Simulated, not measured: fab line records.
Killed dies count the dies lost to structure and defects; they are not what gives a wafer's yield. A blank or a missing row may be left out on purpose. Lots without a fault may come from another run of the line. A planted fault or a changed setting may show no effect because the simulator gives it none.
Comparing a struck lot with a sound one | flow ritCmos | 44 steps out of a route of 202
Sound: wafers L725.3, L725.5, L725.6. The struck wafers were L732.2, L732.4, L732.5. The cause is named last.
Per side, at each step with rows, come the tool, then ch with its chambers, and then its first start. Under that, the readings that differ: sound wafers | struck wafers | difference of the means | sigmas: that difference in standard deviations of wafers without a fault.
alike: a reading whose means differ by less than 2 such deviations, as well as words and numbers matching on both sides. not compared: withheld readings; readings where some wafer has no value; bounds like >300 that might hide an equal value; numbers whose values overlap and for which the record gives no deviation.
A row with sigmas, a row that says differs or no value, or rows on one side alone: a step with any of these is where the two part. Non-overlapping numbers with no deviation appear without sigmas and do not part them. Lack of a reading on every wafer of one side parts them only where that side has two or more wafers.

first, 2 steps without rows for these wafers: RIT_PLDD_PEB_04; RIT_PLDD_DEVELOP_05 (develop time 50 s).
RIT_PLDD_OVL_MEAS_06:
  struck on overlay-01, day 5 02:41; sound on overlay-02, day 3 16:03
  alike: PLDD_OVL
then, 2 steps without rows for these wafers: RIT_PLDD_HARDBAKE_07 (time 60 s); RIT_PLDD_IMPLANT_08.
RIT_PLDD_STRIP_09: strips in O2, time 180 s.
  sound on plasmaAsher-02 ch 0,1, day 3 16:26; struck on plasmaAsher-04 ch 0,1, day 5 03:01
  alike: drypumpMotorCurrentA
  not compared: rfHoursCounterH
RIT_PLDD_TW_MEAS_10:
  struck on filmMetro-02, day 5 03:12; sound on filmMetro-02, day 3 16:34
  alike: PLDD_TW
then, 4 steps without rows for these wafers: RIT_SPACER_CLEAN_00 (cleans in SC1, time 600 s); RIT_SPACER_CLEAN_01 (cleans in dHF, time 30 s); RIT_SPACER_CLEAN_02 (cleans in SC2, time 600 s); RIT_SPACER_CVD_03 (deposits Si3N4 from SiH2Cl2/NH3, target thk 250 nm, time 3226 s).
RIT_SPACER_THK_MEAS_04:
  struck on filmMetro-01, day 5 05:37; sound on filmMetro-01, day 3 19:54
  alike: SPACER_NITRIDE_THK
RIT_SPACER_ETCHBACK_05: etches Si3N4 in SF6/CHF3, stops on SiO2, target depth 250 nm, time 240 s.
  sound on rieDiel-03 ch 0,2,3, day 3 19:56; struck on rieDiel-01 ch 1,2, day 5 05:40
reading                                 | sound             | struck            | difference | sigmas
model.poly-Si_of_GATE_CVD_08.thkNm (nm) | 173.3 174.3 173.4 | 177.4 176.2 180.5 | +4.4       | 
model.Si3N4_of_SPACER_CVD_03.thkNm (nm) | 195 195.9 195.1   | 202.4 202.6 201.3 | +6.8       | 
  alike: drypumpMotorCurrentA, oesProductAu, throttleValvePct
  not compared: rfHoursCounterH
then, 2 steps without rows for these wafers: RIT_NSD_HMDS_00 (prime time 60 s); RIT_NSD_COAT_01 (resist thk 1000 nm).
RIT_NSD_SOFTBAKE_02: time 60.96 s.
  sound on lithoTrack-03 ch 0, day 3 20:26; struck on lithoTrack-03 ch 0, day 5 06:08
  alike: plateSensorTCentreC, plateSensorTEdgeC, softbakeTempC
then, 3 steps without rows for these wafers: RIT_NSD_EXPOSE_03 (exposes mask M9, target cd 40700 nm); RIT_NSD_PEB_04; RIT_NSD_DEVELOP_05 (develop time 50 s).
RIT_NSD_OVL_MEAS_06:
  struck on overlay-01, day 5 06:40; sound on overlay-01, day 3 21:05
  alike: NSD_OVL
then, 2 steps without rows for these wafers: RIT_NSD_HARDBAKE_07 (time 60 s); RIT_NSD_IMPLANT_08.
RIT_NSD_STRIP_09: strips in O2, time 180 s.
  sound on plasmaAsher-01 ch 0,1, day 3 21:28; struck on plasmaAsher-02 ch 1, day 5 07:00
reading                  | sound       | struck      | difference | sigmas
drypumpMotorCurrentA (A) | 6.6 6.4 6.6 | 5.6 5.6 5.6 | -0.9       | -2
  not compared: rfHoursCounterH
RIT_NSD_TW_MEAS_10:
  struck on filmMetro-03, day 5 07:11; sound on filmMetro-03, day 3 21:36
  alike: NSD_TW
then, 6 steps without rows for these wafers: RIT_PSD_HMDS_00 (prime time 60 s); RIT_PSD_COAT_01 (resist thk 1000 nm); RIT_PSD_SOFTBAKE_02 (time 60 s); RIT_PSD_EXPOSE_03 (exposes mask M10, target cd 40900 nm); RIT_PSD_PEB_04; RIT_PSD_DEVELOP_05 (develop time 50 s).
RIT_PSD_OVL_MEAS_06:
  struck on overlay-02, day 5 08:13; sound on overlay-02, day 3 22:30
  alike: PSD_OVL
then, 2 steps without rows for these wafers: RIT_PSD_HARDBAKE_07 (time 60 s); RIT_PSD_IMPLANT_08.
RIT_PSD_STRIP_09: strips in O2, time 180 s.
  sound on plasmaAsher-02 ch 0,1, day 3 22:53; struck on plasmaAsher-01 ch 0,1, day 5 08:33
  alike: drypumpMotorCurrentA
  not compared: rfHoursCounterH
RIT_PSD_TW_MEAS_10:
  struck on filmMetro-02, day 5 08:44; sound on filmMetro-01, day 3 23:01
reading | sound          | struck         | difference | sigmas
PSD_TW  | 3380 3351 3345 | 3423 3431 3435 | +71        | +3
then, 2 steps without rows for these wafers: RIT_SDANNEAL_CLEAN_00 (cleans in SC1, time 600 s); RIT_SDANNEAL_CLEAN_01 (cleans in dHF, time 30 s).
RIT_SDANNEAL_CLEAN_02: cleans in SC2, time 600 s.
  sound on wetBench-02 ch 3, day 3 23:16; struck on wetBench-03 ch 2, day 5 08:58
reading                                 | sound           | struck          | difference | sigmas
model.poly-Si_of_GATE_CVD_08.thkNm (nm) | 168.9 170 169.1 | 173 171.9 176.1 | +4         | 
RIT_SDANNEAL_RTA_03: time 5 s.
  sound on rtpAnneal-01 ch 0, day 3 23:28; struck on rtpAnneal-02 ch 0, day 5 09:11
  alike: rampDownCPerS, rampUpCPerS, wafer_temp_C_max
RIT_SDANNEAL_RS_MEAS_04: measures by four-point-probe.
  struck on filmMetro-02, day 5 09:16; sound on filmMetro-02, day 3 23:32
  alike: PSD_RS
RIT_SDANNEAL_RS_MEAS_05: measures by four-point-probe.
  struck on filmMetro-02, day 5 09:23; sound on filmMetro-02, day 3 23:40
reading         | sound             | struck            | difference | sigmas
NSD_RS (ohm/sq) | 84.90 85.04 84.89 | 84.53 84.33 83.99 | -0.66      | -2
RIT_SDANNEAL_RS_MEAS_06: measures by four-point-probe.
  struck on filmMetro-02, day 5 09:30; sound on filmMetro-02, day 3 23:47
  alike: PLDD_RS
RIT_SILICIDE_WET_ETCH_00: etches SiO2 in BOE, target depth 14 nm, time 15 s.
  sound on wetBench-01 ch 3, day 3 23:59; struck on wetBench-04 ch 2, day 5 09:43
reading                                 | sound             | struck            | difference | sigmas
model.Si3N4_of_SPACER_CVD_03.thkNm (nm) | 193.9 194.7 193.9 | 201.2 201.4 200.2 | +6.8       | 
RIT_M1_PROBE_99:
  struck on prober-02, day 5 16:41; sound on prober-01, day 4 07:07
reading                           | sound               | struck               | difference | sigmas
model.etest.pplusSal.widthNm (nm) | 3403 3415 3425      | 3343 3316 3340       | -81        | 
model.etest.nplusSal.widthNm (nm) | 3414 3401 3414      | 3318 3340 3328       | -81        | 
model.etest.nmos_0p15.rOnOhmUm    | 1143 1127 1132      | 1015 979.4 999.5     | -136       | 
model.etest.nwellPinched.rsOhmSq  | 339.1 334.6 336.8   | 313.5 314.8 311.2    | -23.7      | 
model.etest.pwellPinched.rsOhmSq  | 460.7 460.3 467.7   | 441 436.2 448.7      | -21        | 
model.etest.nmosNarrow.driveUaUm  | 216 215.2 217.7     | 220.4 220.9 223.7    | +5.4       | 
model.etest.nmos_0p3.driveUaUm    | 219.1 217.9 220.3   | 220.8 225.7 223.6    | +4.3       | 
model.etest.fieldPMetal.vtV (V)   | -29.26 -29.77 -29.5 | -30.95 -30.68 -31.79 | -1.63      | 

== WHERE THEY PART ==
Earliest at RIT_NSD_STRIP_09; latest, in this record, at RIT_SDANNEAL_RS_MEAS_05. Later steps at which nothing parts them and some readings are alike: RIT_SDANNEAL_RS_MEAS_06.

WHY: what had been put in by the simulator
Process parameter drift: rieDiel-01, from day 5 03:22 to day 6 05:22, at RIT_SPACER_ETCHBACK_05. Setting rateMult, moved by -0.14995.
